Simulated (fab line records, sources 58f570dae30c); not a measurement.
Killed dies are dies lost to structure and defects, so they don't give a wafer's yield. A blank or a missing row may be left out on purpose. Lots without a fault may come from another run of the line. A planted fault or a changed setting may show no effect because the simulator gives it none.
Which tool did it? | flow berkeley_cmos170 | 14 lots, 42 wafers sampled, at 6 steps of a route of 331

WHAT THE GAUGES READ, wafer by wafer
UCB170_NVT_OVL_MEAS_06. Usual: NVT_OVL 2 nm, standard deviation 5.5.
lot  | measured     | on         | NVT_OVL (nm) | flag
L744 | day 5 13:31  | overlay-01 | 10 4 2       |
L743 | day 5 14:30  | overlay-02 | 13 7 5       |
L747 | day 5 22:01  | overlay-01 | 7 4 13       |
L748 | day 7 01:24  | overlay-01 | -10 -7 -6    |
L751 | day 7 01:26  | overlay-02 | 2 3 -8       |
L750 | day 7 01:33  | overlay-01 | 2 -5 7       |
L752 | day 7 05:21  | overlay-01 | -1 -3 -5     |
L753 | day 7 09:59  | overlay-02 | 3 -3 -4      |
L755 | day 7 15:38  | overlay-02 | -1 -5 7      |
L754 | day 7 15:54  | overlay-01 | 6 3 4        |
L761 | day 9 13:55  | overlay-01 | -3 1 1       |
L763 | day 9 13:59  | overlay-02 | 0 3 3        |
L764 | day 9 17:32  | overlay-01 | 4 3 3        |
L765 | day 10 03:52 | overlay-02 | 5 2 1        |

UCB170_PVT_TW_MEAS_09. Usual: PVT_TW 508, standard deviation 5.4.
lot  | measured     | on            | PVT_TW      | flag
L744 | day 5 17:08  | film_metro-02 | 514 512 514 |
L743 | day 5 17:58  | film_metro-01 | 504 503 503 |
L747 | day 6 01:14  | film_metro-02 | 510 515 511 |
L748 | day 7 07:04  | film_metro-02 | 511 511 511 |
L751 | day 7 07:30  | film_metro-01 | 499 500 500 |
L750 | day 7 07:22  | film_metro-02 | 512 512 510 |
L752 | day 7 08:45  | film_metro-01 | 501 502 501 |
L753 | day 7 12:02  | film_metro-02 | 511 511 512 |
L755 | day 7 18:37  | film_metro-04 | 510 513 510 |
L754 | day 7 18:35  | film_metro-02 | 509 513 512 |
L761 | day 9 17:23  | film_metro-02 | 512 510 511 |
L763 | day 9 17:32  | film_metro-01 | 501 502 503 |
L764 | day 9 19:20  | film_metro-01 | 499 502 502 |
L765 | day 10 05:31 | film_metro-04 | 511 511 512 |

UCB170_GATE_CD_MEAS_12: target cd 350 nm. Usual: cd_nm 350.4 nm, standard deviation 1.4.
lot  | measured     | on        | cd_nm (nm)        | flag
L744 | day 6 05:19  | cd_sem-02 | 350.7 352.8 352.3 |
L743 | day 6 04:34  | cd_sem-02 | 349.4 350.1 348.9 |
L747 | day 6 12:32  | cd_sem-01 | 350.4 351.4 350.6 |
L748 | day 7 15:54  | cd_sem-02 | 350.1 349.8 349.7 |
L751 | day 7 16:27  | cd_sem-01 | 350.6 350.3 350.6 |
L750 | day 7 16:13  | cd_sem-01 | 348.7 349.3 348.9 |
L752 | day 7 21:54  | cd_sem-02 | 351.2 350.8 349.8 |
L753 | day 7 22:45  | cd_sem-02 | 351.9 350.7 352.5 |
L755 | day 8 08:07  | cd_sem-02 | 350.8 350.3 351.0 |
L754 | day 8 07:37  | cd_sem-02 | 351.8 351.5 350.1 |
L761 | day 10 07:09 | cd_sem-01 | 351.0 352.3 350.3 |
L763 | day 10 07:29 | cd_sem-01 | 350.6 350.8 350.8 |
L764 | day 10 07:15 | cd_sem-01 | 351.8 352.1 350.9 |
L765 | day 10 18:11 | cd_sem-02 | 349.4 350.9 351.0 |

UCB170_PLDD_TW_MEAS_11. Usual: PLDD_TW 1013, standard deviation 7.2.
lot  | measured     | on            | PLDD_TW        | flag
L744 | day 6 07:42  | film_metro-02 | 1018 1020 1018 |
L743 | day 6 06:41  | film_metro-03 | 1014 1005 1012 |
L747 | day 6 14:47  | film_metro-03 | 1010 1011 1009 |
L748 | day 7 18:50  | film_metro-03 | 1010 1002 1004 |
L751 | day 7 19:11  | film_metro-03 | 1003 1005 1006 |
L750 | day 7 19:06  | film_metro-02 | 1016 1017 1019 |
L752 | day 8 00:11  | film_metro-04 | 1017 1014 1022 |
L753 | day 8 00:56  | film_metro-03 | 1010 1008 1009 |
L755 | day 8 11:38  | film_metro-02 | 1012 1012 1013 |
L754 | day 8 11:19  | film_metro-02 | 1009 1017 1015 |
L761 | day 10 09:19 | film_metro-03 | 1108 1111 1109 | OFF
L763 | day 10 09:46 | film_metro-03 | 1108 1113 1116 | OFF
L764 | day 10 09:32 | film_metro-04 | 1017 1014 1018 |
L765 | day 10 21:41 | film_metro-04 | 1021 1018 1019 |

UCB170_SDANNEAL_RS_MEAS_04: measures by four-point-probe. Usual: PLDD_RS 1031 ohm/sq, standard deviation 3.1.
lot  | measured     | on            | PLDD_RS (ohm/sq) | flag
L744 | day 6 21:16  | film_metro-04 | 1032 1031 1029   |
L743 | day 6 21:29  | film_metro-02 | 1030 1031 1028   |
L747 | day 7 09:45  | film_metro-04 | 1031 1031 1029   |
L748 | day 8 12:05  | film_metro-02 | 1031 1034 1032   |
L751 | day 8 12:38  | film_metro-04 | 1034 1035 1035   |
L750 | day 8 12:44  | film_metro-02 | 1036 1036 1038   |
L752 | day 8 12:50  | film_metro-03 | 1033 1035 1031   |
L753 | day 8 13:07  | film_metro-04 | 1030 1030 1031   |
L755 | day 8 23:15  | film_metro-02 | 1033 1033 1032   |
L754 | day 8 23:00  | film_metro-03 | 1028 1030 1030   |
L761 | day 10 20:50 | film_metro-03 | 808 807 807      | OFF
L763 | day 10 21:18 | film_metro-04 | 809 809 809      | OFF
L764 | day 10 20:49 | film_metro-04 | 1031 1035 1036   |
L765 | day 11 08:29 | film_metro-02 | 1036 1035 1031   |

WHICH TOOL RAN EACH LOT (tool, then ch and the chambers of the sampled wafers, then the start)
lot  | UCB170_PLDD_IMPLANT_09
L744 | implanter-02 ch 0, day 6 07:28
L743 | implanter-03 ch 0, day 6 06:26
L747 | implanter-04 ch 0, day 6 14:34
L748 | implanter-03 ch 0, day 7 18:35
L751 | implanter-03 ch 0, day 7 18:56
L750 | implanter-02 ch 0, day 7 18:53
L752 | implanter-02 ch 0, day 7 23:58
L753 | implanter-03 ch 0, day 8 00:41
L755 | implanter-03 ch 0, day 8 11:26
L754 | implanter-03 ch 0, day 8 11:05
L761 | implanter-03 ch 0, day 10 09:04
L763 | implanter-03 ch 0, day 10 09:31
L764 | implanter-02 ch 0, day 10 09:17
L765 | implanter-02 ch 0, day 10 21:26
- UCB170_PLDD_IMPLANT_09

WHAT THE TOOLS THEMSELVES READ (means of the sampled wafers that have a number; where no wafer has one, the mark that the record gives instead)
UCB170_PLDD_IMPLANT_09. Usual: beam_on_s 10.01 s, standard deviation 0.21; dose_ions_cm2 4.999e+13, standard deviation 5.1e+10; faraday_current_uA 159, standard deviation 3.3.
lot  | tool         | beam_on_s (s) | dose_ions_cm2 | faraday_current_uA | flag
L744 | implanter-02 | 10.02         | 5.004e+13     | 158                |
L743 | implanter-03 | 10.15         | 5.000e+13     | 157                |
L747 | implanter-04 | 10.08         | 5.000e+13     | 157                |
L748 | implanter-03 | 10.19         | 4.996e+13     | 156                |
L751 | implanter-03 | 9.92          | 5.000e+13     | 160                |
L750 | implanter-02 | 9.96          | 4.996e+13     | 160                |
L752 | implanter-02 | 10.00         | 5.001e+13     | 158                |
L753 | implanter-03 | 10.20         | 4.995e+13     | 155                |
L755 | implanter-03 | 10.02         | 4.997e+13     | 158                |
L754 | implanter-03 | 10.08         | 4.997e+13     | 157                |
L761 | implanter-03 | 14.05         | 8.706e+13     | 197                | OFF
L763 | implanter-03 | 13.96         | 8.707e+13     | 198                | OFF
L764 | implanter-02 | 9.99          | 5.003e+13     | 158                |
L765 | implanter-02 | 9.90          | 5.004e+13     | 160                |

THE ANSWER, worked out from the rows above alone
Rule: a lot is off if the mean of its wafers that have a number lies more than 3 standard deviations from the usual mean. A lot without any number at a reading at which 4 lots or more have one is off too. The other lots that the step has rows for count as sound. The gauges are gone through in route order, then the tools' own readings, and for those a lot's mean is taken as printed above. The first step at which some lot is off is used, and at that step the reading that is off furthest; a lot without a number counts as furthest.
Off: L761, L763, at UCB170_PLDD_TW_MEAS_11 (PLDD_TW).
A tool fits if, at a process step before that reading, it ran every lot that is off, and no sound lot after the first of them. The gauges at UCB170_PLDD_TW_MEAS_11 aren't tried: what is off there is off at UCB170_PLDD_IMPLANT_09 too, on other tools, and a gauge's error can't cause that. One fits: implanter-03 at UCB170_PLDD_IMPLANT_09. Its last sound lot is L755 (day 8 11:26), its first lot that is off L761 (day 10 09:04): a fault that began between those two fits.
The tool's own readings at UCB170_PLDD_IMPLANT_09 bear it out: on the lots that are off they differ by more than 5 times the standard deviation of the sound lots' means. beam_on_s reads 14.01 s there against 10.04 s on the sound lots; dose_ions_cm2 reads 8.706e+13 there against 4.999e+13 on the sound lots; faraday_current_uA reads 198 there against 158 on the sound lots.

WHAT THE SIMULATOR HAD PUT IN
Process parameter drift: implanter-03, from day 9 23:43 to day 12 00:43, at UCB170_PLDD_IMPLANT_09. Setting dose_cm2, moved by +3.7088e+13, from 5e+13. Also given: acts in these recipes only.
Lots struck among those shown: L761, L763. The rule above found the same.
